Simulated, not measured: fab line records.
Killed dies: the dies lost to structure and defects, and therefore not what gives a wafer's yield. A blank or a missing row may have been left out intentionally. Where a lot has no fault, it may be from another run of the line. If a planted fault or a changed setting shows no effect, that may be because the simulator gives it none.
Code-filled problem report in 8D (eight disciplines) form | flow rit_cmos | the parts of the form that need people (team, actions taken, sign-off) are left out

## 1. WHAT IS WRONG
Wafers without a fault read 1399.6 nm, standard deviation 2.2; cd_nm at RIT_ACTIVE_CD_MEAS_11 reads a mean of 1424.1 nm on 9 wafers belonging to 3 lots. That puts it +11 standard deviations away from the usual mean.
The step: target cd 1400 nm.
The first sign was on wafer L580.1 at day 4 03:31, on cd_sem-02. At this step, 45 wafers from 15 lots have a number in the record. Rule for "out", or "out of limits": more than 4 standard deviations from the usual mean. The rest of the wafers with a number are treated as sound.

## 2. WHAT IT IS, AND WHAT IT ISN'T
question                    | is                     | is not
which readings at this step | cd_nm                  | -
which lots                  | L580, L581, L582       | L569, L571, L572, L573, L575, L584, L585, L586, L587, L589, L590, L591
which wafers of those lots  | all that have a number | -
read on which gauges        | cd_sem-02              | cd_sem-01
when                        | from day 4 03:31       | up to then (15 sound wafers); but 21 sound wafers of L584, L585, L586, L587, L589, L590, L591 came after

## 3. THE SUSPECTS, EACH WITH WHAT RULES IT OUT
Counting: any tool at a process step up to the reading is kept as a suspect provided that every lot that is out went through it and no sound lot did after the first of them.
- the gauge at RIT_ACTIVE_CD_MEAS_11: kept. All the wafers that are out were read on cd_sem-02, and no step on other tools shows them out.
- litho_track-04 at RIT_ACTIVE_COAT_06 (resist thk 1000 nm): kept. All lots that are out passed through it, beginning with L580 at day 4 02:41, and no sound lot followed; its final sound lot before that point was L572 at day 2 10:19.
After counting, litho_track-04 at RIT_ACTIVE_COAT_06 and cd_sem-02 at RIT_ACTIVE_CD_MEAS_11 remain.

## 4. THE CAUSE (what the simulator had put in)
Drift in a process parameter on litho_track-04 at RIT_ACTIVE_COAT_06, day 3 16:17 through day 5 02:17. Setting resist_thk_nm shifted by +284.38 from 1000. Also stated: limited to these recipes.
Of the 2 suspects that counting leaves, this tool is one.

## 5. SEQUENCE OF EFFECTS, ordered by route
Each row: a reading where the mean over the struck wafers with a number is more than 3 standard deviations away from the usual. Only readings whose record carries a usual standard deviation are examined. hours: median over the lots of the time between each lot's start at the first step of this table that gives one and its start at this step. sigmas: the change, counted in usual standard deviations.
hours | step                  | reading | usual     | on struck wafers | change | sigmas
0     | RIT_ACTIVE_CD_MEAS_11 | cd_nm   | 1399.6 nm | 1424.1           | +24.5  | +11

## 6. HOW IT WOULD HAVE BEEN CAUGHT EARLIER
Counted from the fault's start at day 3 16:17, it took 11 hours until the first out-of-limits reading at a measuring or inspecting step in this record, taken at day 4 03:31.
No tool reading at RIT_ACTIVE_COAT_06 that has a usual standard deviation in the record was out on any struck wafer, so an alarm limit of 4 standard deviations on those readings would not have fired.
Lots out: 3; of these, L581, L582 started RIT_ACTIVE_COAT_06 on litho_track-04 after day 4 03:31. A hold on the tool at that time would have spared those 2.
